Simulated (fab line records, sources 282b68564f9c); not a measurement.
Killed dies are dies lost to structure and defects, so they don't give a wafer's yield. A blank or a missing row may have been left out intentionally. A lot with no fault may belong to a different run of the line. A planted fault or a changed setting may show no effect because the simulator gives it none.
fab line records ; flow rit-cmos
record lots=14; wafers=42; last-day=7
route steps=202 shown ACTIVE@1 FOX1@21 PSD@150 M1@202
lots that met no fault: taken from a fault-free run of the same line
start-h: hours from the record's first day to the start of the lot's first wafer shown ; wait-h: hours elapsed since this lot's preceding step ; " as in the row above ; L1.1+2: one row covering several wafers at once ; - either no value or no given start ; * or withheld: withheld ; < > ~ a bound
route shown NAME@n: names a module that has steps shown in the file, with the first one's number in the route ; usual: the fault-free wafers' mean and standard deviation ; same: alike in all rows ; chamber/n: place in a boat ; sites: per-site readings ; _std_site: how widely they spread, as a standard deviation ; _edge_site: outer sites' mean less inner sites' ; radius-mm: how far each site lies from the wafer's centre ; mask NAME#n: copy n ; behind: tool/chamber where the wafer was last shaped ; hold: what put the lot on hold/how long, in hours/how the hold closed ; device: whichever transistor did not switch (one of n, p or np) ; end of line: tests of these same wafers at the route's end ; for a step that has no rows: nothing shown but its recipe ; killed: not the wafer's yield, but the dies lost to structure and defects at the first sort ; map: dies across one wafer; x = killed, . = not, _ = none there
set.NAME: the setting as run; set.NAME@STEP: as run at that earlier step ; model.NAME: the simulator's own value behind a step, which no gauge read
one table for each step of the route and one row for each wafer, over a sample of lots
services: from which hour (start-h, from the record's first day; less than 0 if before it) a tool's chamber was out of use, for how many hours, and why
## steps
# step RIT_ACTIVE_BOW_MEAS_00
# recipe mode=bow
# usual INCOMING_BOW=1/7.1
lot.wafer;tool;chamber;start-h;wait-h;INCOMING_BOW[um]
L430.3;film-metro-04;-;10.04;-;-12
L430.5;film-metro-04;-;10.04;-;-10
L430.6;film-metro-04;-;10.04;-;4
L431.1;film-metro-03;-;15.00;-;13
L431.3;film-metro-03;-;15.00;-;6
L431.6;film-metro-03;-;15.00;-;5
L432.2;film-metro-03;-;20.02;-;-6
L432.3;film-metro-03;-;20.02;-;-14
L432.4;film-metro-03;-;20.02;-;3
L433.1;film-metro-04;-;25.00;-;1
L433.5;film-metro-04;-;25.00;-;4
L433.6;film-metro-04;-;25.00;-;1
L435.1;film-metro-04;-;35.00;-;-1
L435.2;film-metro-04;-;35.00;-;2
L435.6;film-metro-04;-;35.00;-;-4
L437.3;film-metro-04;-;45.04;-;-1
L437.4;film-metro-04;-;45.04;-;-6
L437.5;film-metro-04;-;45.04;-;-3
L442.2;film-metro-04;-;70.02;-;-1
L442.5;film-metro-04;-;70.02;-;-16
L442.6;film-metro-04;-;70.02;-;-4
L443.2;film-metro-04;-;75.02;-;2
L443.5;film-metro-04;-;75.02;-;2
L443.6;film-metro-04;-;75.02;-;0
L445.1;film-metro-04;-;85.00;-;-2
L445.3;film-metro-04;-;85.00;-;10
L445.6;film-metro-04;-;85.00;-;12
L446.1;film-metro-02;-;90.00;-;-9
L446.3;film-metro-02;-;90.00;-;1
L446.6;film-metro-02;-;90.00;-;-8
L449.2;film-metro-03;-;105.02;-;3
L449.4;film-metro-03;-;105.02;-;7
L449.5;film-metro-03;-;105.02;-;19
L450.3;film-metro-03;-;110.04;-;0
L450.4;film-metro-03;-;110.04;-;4
L450.6;film-metro-03;-;110.04;-;-1
L452.1;film-metro-02;-;120.00;-;2
L452.2;film-metro-02;-;120.00;-;-8
L452.6;film-metro-02;-;120.00;-;17
L453.2;film-metro-04;-;125.02;-;12
L453.4;film-metro-04;-;125.02;-;6
L453.5;film-metro-04;-;125.02;-;-4
# step RIT_ACTIVE_THK_MEAS_04
# recipe reads=Si3N4_of_ACTIVE_CVD_03
# usual ACTIVE_NITRIDE_THK=150.4/1.3
lot.wafer;tool;chamber;start-h;wait-h;ACTIVE_NITRIDE_THK[nm]
L430.3;film-metro-03;-;17.05;0.0;152.0
L430.5;film-metro-03;-;17.05;0.0;151.0
L430.6;film-metro-03;-;17.05;0.0;151.0
L431.1;film-metro-02;-;22.67;0.0;151.8
L431.3;film-metro-02;-;22.67;0.0;150.7
L431.6;film-metro-02;-;22.67;0.0;150.6
L432.2;film-metro-04;-;29.02;0.0;150.9
L432.3;film-metro-04;-;29.02;0.0;151.0
L432.4;film-metro-04;-;29.02;0.0;151.0
L433.1;film-metro-02;-;33.20;0.0;151.8
L433.5;film-metro-02;-;33.20;0.0;151.0
L433.6;film-metro-02;-;33.20;0.0;150.9
L435.1;film-metro-04;-;41.84;0.0;150.7
L435.2;film-metro-04;-;41.84;0.0;150.8
L435.6;film-metro-04;-;41.84;0.0;150.9
L437.3;film-metro-03;-;50.36;0.0;150.3
L437.4;film-metro-03;-;50.36;0.0;151.6
L437.5;film-metro-03;-;50.36;0.0;150.7
L442.2;film-metro-03;-;75.00;0.0;150.8
L442.5;film-metro-03;-;75.00;0.0;151.0
L442.6;film-metro-03;-;75.00;0.0;150.6
L443.2;film-metro-03;-;80.81;0.0;149.0
L443.5;film-metro-03;-;80.81;0.0;148.5
L443.6;film-metro-03;-;80.81;0.0;149.2
L445.1;film-metro-04;-;89.41;0.0;151.2
L445.3;film-metro-04;-;89.41;0.0;151.4
L445.6;film-metro-04;-;89.41;0.0;151.3
L446.1;film-metro-03;-;94.97;0.0;146.8
L446.3;film-metro-03;-;94.97;0.0;146.7
L446.6;film-metro-03;-;94.97;0.0;146.7
L449.2;film-metro-04;-;109.88;0.0;152.0
L449.4;film-metro-04;-;109.88;0.0;152.7
L449.5;film-metro-04;-;109.88;0.0;153.1
L450.3;film-metro-03;-;114.27;0.0;149.1
L450.4;film-metro-03;-;114.27;0.0;149.0
L450.6;film-metro-03;-;114.27;0.0;150.0
L452.1;film-metro-03;-;127.58;0.0;151.5
L452.2;film-metro-03;-;127.58;0.0;150.5
L452.6;film-metro-03;-;127.58;0.0;151.4
L453.2;film-metro-04;-;131.09;0.0;149.0
L453.4;film-metro-04;-;131.09;0.0;149.9
L453.5;film-metro-04;-;131.09;0.0;149.9
# step RIT_FOX1_THK_MEAS_01
# recipe reads=SiO2_of_FOX1_OXIDATION_00
# usual FOX1_OXIDE_THK=353/6.1
lot.wafer;tool;chamber;start-h;wait-h;FOX1_OXIDE_THK[nm]
L430.3;film-metro-04;-;23.60;0.0;356
L430.5;film-metro-04;-;23.60;0.0;353
L430.6;film-metro-04;-;23.60;0.0;356
L431.1;film-metro-01;-;29.79;0.0;346
L431.3;film-metro-01;-;29.79;0.0;345
L431.6;film-metro-01;-;29.79;0.0;342
L433.1;film-metro-04;-;38.81;0.0;356
L433.5;film-metro-04;-;38.81;0.0;360
L433.6;film-metro-04;-;38.81;0.0;353
L432.2;film-metro-01;-;38.82;0.0;347
L432.3;film-metro-01;-;38.82;0.0;350
L432.4;film-metro-01;-;38.82;0.0;348
L435.1;film-metro-04;-;49.36;0.0;355
L435.2;film-metro-04;-;49.36;0.0;354
L435.6;film-metro-04;-;49.36;0.0;356
L437.3;film-metro-02;-;54.68;0.0;350
L437.4;film-metro-02;-;54.68;0.0;360
L437.5;film-metro-02;-;54.68;0.0;353
L442.2;film-metro-04;-;80.21;0.0;358
L442.5;film-metro-04;-;80.21;0.0;359
L442.6;film-metro-04;-;80.21;0.0;356
L443.2;film-metro-04;-;84.36;0.0;352
L443.5;film-metro-04;-;84.36;0.0;352
L443.6;film-metro-04;-;84.36;0.0;352
L445.1;film-metro-01;-;94.58;0.0;362
L445.3;film-metro-01;-;94.58;0.0;365
L445.6;film-metro-01;-;94.58;0.0;364
L446.1;film-metro-01;-;98.43;0.0;353
L446.3;film-metro-01;-;98.43;0.0;350
L446.6;film-metro-01;-;98.43;0.0;351
L449.2;film-metro-02;-;114.42;0.0;354
L449.4;film-metro-02;-;114.42;0.0;358
L449.5;film-metro-02;-;114.42;0.0;356
L450.3;film-metro-02;-;117.71;0.0;349
L450.4;film-metro-02;-;117.71;0.0;358
L450.6;film-metro-02;-;117.71;0.0;356
L452.1;film-metro-01;-;131.09;0.0;356
L452.2;film-metro-01;-;131.09;0.0;352
L452.6;film-metro-01;-;131.09;0.0;348
L453.2;film-metro-02;-;134.77;0.0;358
L453.4;film-metro-02;-;134.77;0.0;355
L453.5;film-metro-02;-;134.77;0.0;349
# step RIT_PSD_IMPLANT_08
# recipe species=BF2; energy-kev=27; dose-cm2=5e+15; tilt-deg=7
# usual beam-on-s=11.1/0.9; dose-ions-cm2=5e+15/4.6e+12
lot.wafer;tool;chamber;start-h;wait-h;beam-on-s;dose-ions-cm2
L430.3;implanter-03;0;69.22;0.1;9.9;4.998e+15
L430.5;implanter-03;0;69.22;0.1;10.0;4.992e+15
L430.6;implanter-03;0;69.22;0.1;9.6;5.001e+15
L431.1;implanter-03;0;76.03;0.1;10.1;5.007e+15
L431.3;implanter-03;0;76.03;0.1;10.5;4.997e+15
L431.6;implanter-03;0;76.03;0.1;10.3;4.997e+15
L432.2;implanter-03;0;81.06;0.1;10.0;4.995e+15
L432.3;implanter-03;0;81.06;0.1;10.0;4.996e+15
L432.4;implanter-03;0;81.06;0.1;10.2;4.996e+15
L433.1;implanter-01;0;81.19;0.1;12.7;4.995e+15
L433.5;implanter-01;0;81.19;0.1;11.9;4.999e+15
L433.6;implanter-01;0;81.19;0.1;12.1;4.995e+15
L435.1;implanter-01;0;85.95;0.1;11.9;5.005e+15
L435.2;implanter-01;0;85.95;0.1;12.0;5e+15
L435.6;implanter-01;0;85.95;0.1;12.0;5.003e+15
L437.3;implanter-03;0;92.48;0.1;9.9;5.001e+15
L437.4;implanter-03;0;92.48;0.1;10.0;4.996e+15
L437.5;implanter-03;0;92.48;0.1;10.1;5.007e+15
L442.2;implanter-02;0;114.72;0.1;11.9;5.005e+15
L442.5;implanter-02;0;114.72;0.1;11.3;5.006e+15
L442.6;implanter-02;0;114.72;0.1;11.5;5.015e+15
L443.2;implanter-03;0;120.36;0.1;9.8;5.008e+15
L443.5;implanter-03;0;120.36;0.1;9.8;5.008e+15
L443.6;implanter-03;0;120.36;0.1;10.1;5.006e+15
L445.1;implanter-01;0;128.95;0.1;13.0;5.402e+15
L445.3;implanter-01;0;128.95;0.1;13.0;5.4e+15
L445.6;implanter-01;0;128.95;0.1;13.2;5.403e+15
L446.1;implanter-01;0;132.71;0.1;12.7;5.402e+15
L446.3;implanter-01;0;132.71;0.1;13.0;5.401e+15
L446.6;implanter-01;0;132.71;0.1;12.7;5.403e+15
L449.2;implanter-03;0;151.22;0.1;9.9;4.992e+15
L449.4;implanter-03;0;151.22;0.1;9.6;4.999e+15
L449.5;implanter-03;0;151.22;0.1;10.0;5.002e+15
L450.3;implanter-02;0;151.94;0.1;11.8;5.003e+15
L450.4;implanter-02;0;151.94;0.1;11.2;5.001e+15
L450.6;implanter-02;0;151.94;0.1;11.6;4.995e+15
L452.1;implanter-02;0;165.38;0.1;11.6;4.994e+15
L452.2;implanter-02;0;165.38;0.1;11.2;5.004e+15
L452.6;implanter-02;0;165.38;0.1;11.1;5.001e+15
L453.2;implanter-02;0;168.54;0.1;11.4;4.993e+15
L453.4;implanter-02;0;168.54;0.1;11.3;4.997e+15
L453.5;implanter-02;0;168.54;0.1;11.7;5.005e+15
# step RIT_SDANNEAL_RS_MEAS_04
# recipe thk-meas-gauge=four-point-probe
# usual PSD_RS=115.91/0.29
lot.wafer;tool;chamber;start-h;wait-h;PSD_RS[ohm/sq]
L430.3;film-metro-03;-;70.06;0.1;115.49
L430.5;film-metro-03;-;70.06;0.1;115.59
L430.6;film-metro-03;-;70.06;0.1;115.93
L431.1;film-metro-02;-;76.84;0.0;115.53
L431.3;film-metro-02;-;76.84;0.0;115.80
L431.6;film-metro-02;-;76.84;0.0;115.71
L432.2;film-metro-03;-;81.86;0.1;115.86
L432.3;film-metro-03;-;81.86;0.1;115.98
L432.4;film-metro-03;-;81.86;0.1;115.90
L433.1;film-metro-04;-;82.00;0.0;115.93
L433.5;film-metro-04;-;82.00;0.0;116.35
L433.6;film-metro-04;-;82.00;0.0;115.87
L435.1;film-metro-04;-;86.76;0.0;115.97
L435.2;film-metro-04;-;86.76;0.0;115.87
L435.6;film-metro-04;-;86.76;0.0;115.81
L437.3;film-metro-03;-;93.30;0.1;116.40
L437.4;film-metro-03;-;93.30;0.1;116.14
L437.5;film-metro-03;-;93.30;0.1;116.41
L442.2;film-metro-03;-;115.52;0.1;115.79
L442.5;film-metro-03;-;115.52;0.1;115.80
L442.6;film-metro-03;-;115.52;0.1;116.23
L443.2;film-metro-04;-;121.16;0.1;115.91
L443.5;film-metro-04;-;121.16;0.1;116.26
L443.6;film-metro-04;-;121.16;0.1;115.55
L445.1;film-metro-04;-;129.76;0.0;115.08
L445.3;film-metro-04;-;129.76;0.0;115.26
L445.6;film-metro-04;-;129.76;0.0;114.84
L446.1;film-metro-03;-;133.69;0.0;115.15
L446.3;film-metro-03;-;133.69;0.0;115.16
L446.6;film-metro-03;-;133.69;0.0;114.94
L449.2;film-metro-03;-;152.02;0.1;116.05
L449.4;film-metro-03;-;152.02;0.1;116.47
L449.5;film-metro-03;-;152.02;0.1;116.26
L450.3;film-metro-04;-;152.78;0.1;115.82
L450.4;film-metro-04;-;152.78;0.1;116.23
L450.6;film-metro-04;-;152.78;0.1;115.73
L452.1;film-metro-02;-;166.19;0.0;115.46
L452.2;film-metro-02;-;166.19;0.0;115.77
L452.6;film-metro-02;-;166.19;0.0;115.61
L453.2;film-metro-04;-;169.34;0.1;116.46
L453.4;film-metro-04;-;169.34;0.1;116.29
L453.5;film-metro-04;-;169.34;0.1;116.59
# step RIT_M1_PROBE_99
# usual killed_at_M0_to_M3=0.0/0.14; killed-at-contacts=0.0/0.2; killed-at-front-end=7.3/2.8; killed-dies=7.3/2.8; killed-open=3.8/1.9; killed-short=3.5/1.8
# same gross-dies=264; killed_at_M4_up=0; killed-at-back-side=0; killed-at-other=0
lot.wafer;tool;chamber;start-h;wait-h;killed_at_M0_to_M3;killed-at-contacts;killed-at-front-end;killed-dies;killed-open;killed-short
L446.3;prober-01;-;151.05;0.2;0;0;6;6;2;4
L446.6;prober-01;-;151.20;0.2;0;0;6;6;4;2
L450.4;prober-01;-;161.02;0.2;0;0;8;8;5;3
# killed by level:class
L446.3 GATE:geometric-particle:short=2 FOX1:geometric-particle:open=1 FOX1:geometric-particle:short=1 SILICIDE:geometric-particle:short=1 SILICIDE:geometric-particle:open=1
L446.6 GATE:geometric-particle:short=2 SILICIDE:geometric-particle:open=2 GATE:geometric-particle:open=1 REOX:geometric-particle:open=1
L450.4 GATE:geometric-particle:open=3 FOX1:geometric-particle:short=1 FOX2:geometric-particle:open=1 GATE:geometric-particle:short=1 SPACER:geometric-particle:open=1 SPACER:geometric-particle:short=1
## services
tool;chamber;start-h;hours;kind
implanter-02;-;79.65;3.0;pm
implanter-01;-;89.92;3.4;repair
implanter-03;-;90.35;1.7;repair
implanter-01;-;137.13;1.4;repair
## key
first-sign step=RIT_PSD_IMPLANT_08; reading=dose-ions-cm2; direction=up; sigmas=88; usual=5e+15; struck=5.402e+15
effect step=RIT_PSD_IMPLANT_08; reading=beam-on-s; direction=up; sigmas=2; usual=11.1; struck=12.9
effect step=RIT_SDANNEAL_RS_MEAS_04; reading=PSD_RS; direction=down; sigmas=2.8; usual=115.91; struck=115.07
met-at RIT_PSD_IMPLANT_08
struck-lots L445,L446
tester-left-out L445,L446
not-acting-at RIT_ACTIVE_BOW_MEAS_00,RIT_ACTIVE_THK_MEAS_04,RIT_FOX1_THK_MEAS_01
onset-between 85.95 128.95
fault kind=process-parameter-drift; tool=implanter-01; chamber=-; onset-h=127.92; steps=RIT_PSD_IMPLANT_08; channel=dose-cm2; offset=4.0161e+14; shape=step; end-h=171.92; acts-in=these-recipes-only; stated=5e+15
# tester-left-out: of these lots the tester's yield and bins aren't shown, on N5 and GAA mostly nor the transistor test; their killed dies are dies lost to structure and defects alone, not to doping, threshold or leakage, so they don't give the yield
